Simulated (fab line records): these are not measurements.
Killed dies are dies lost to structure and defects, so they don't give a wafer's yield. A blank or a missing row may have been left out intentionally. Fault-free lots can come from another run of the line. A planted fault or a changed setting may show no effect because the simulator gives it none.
One fault through the eyes of 2 desks ; flow rit_cmos ; every desk sees just its own numbers, and what lay behind them comes last

FROM THE METROLOGY DESK
What the gauges read, lot by lot, whatever tool the lot ran on: means of the sampled wafers that have a number. The brackets show how far a lot's mean lies from the usual mean; more than 4 standard deviations puts the lot out of limits, marked OUT.
Columns: A = M1_AL_RS at RIT_M1_RS_MEAS_01, usual 0.0731 ohm/sq; B = M1_AL_THK at RIT_M1_THK_MEAS_02, usual 399 nm; C = cd_nm at RIT_M1_CD_MEAS_09, usual 2600.8 nm; D = M1_OVL at RIT_M1_OVL_MEAS_10, usual -0.4 nm; E = cd_nm at RIT_M1_CD_MEAS_90, usual 2603.0 nm
lot;first seen here;A;B;C;D;E
L152;day 3 12:32;0.0725;399;2598.9;-1.3;2599.5
L158;day 4 17:22;0.0729;401;2599.9;-2.5;2602.9
L162;day 5 13:59;0.0728;400;2599.2;1.6;2600.7
L163;day 5 18:24;0.0737;399;2601.1;0.2;2598.9
L173;day 7 20:56;0.0732;395;2601.7;0.3;2602.7
Finding of this desk: none of the 5 lots has anything out of limits.

TOOL OWNER'S DESK, rie_metal-04
The tool's own readings at RIT_M1_METAL_ETCH_12 (etches Al in Cl2/BCl3, stops on SiO2, time 165 s, target depth 600 nm): means of the sampled wafers that have a number, for each lot that ran on this tool. The brackets show how far a lot's mean lies from the usual mean; more than 4 standard deviations puts the lot out of limits, marked OUT.
Columns: A = drypump_motor_current_A at RIT_M1_METAL_ETCH_12, usual 5.6 A; B = oes_product_au at RIT_M1_METAL_ETCH_12, usual 0.772 a.u.; C = throttle_valve_pct at RIT_M1_METAL_ETCH_12, usual 8.30 %
lot;first seen here;A;B;C
L158;day 4 18:50;5.5;0.773;8.23
L163;day 5 19:52;5.5;0.694 (-8.1) OUT;8.22
This desk's finding: out of limits on L163; first on L163, day 5 19:52 (oes_product_au at RIT_M1_METAL_ETCH_12). L158: within limits.

ALL TOGETHER
The tool owner's desk could have raised an alarm at day 5 19:52, on L163.
From the metrology desk's view, nothing was out of limits.
The metrology desk holds a record of L163, inside its limits.
Every lot named ran RIT_M1_METAL_ETCH_12 on rie_metal-04.

WHAT WAS PUT IN BY THE SIMULATOR
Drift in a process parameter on rie_metal-04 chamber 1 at RIT_M1_METAL_ETCH_12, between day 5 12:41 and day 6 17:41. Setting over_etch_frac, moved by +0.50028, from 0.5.
Lots struck among those shown: L163.
How many hours passed from the start of the fault until each desk's first out-of-limits reading: the tool owner's desk, 7.
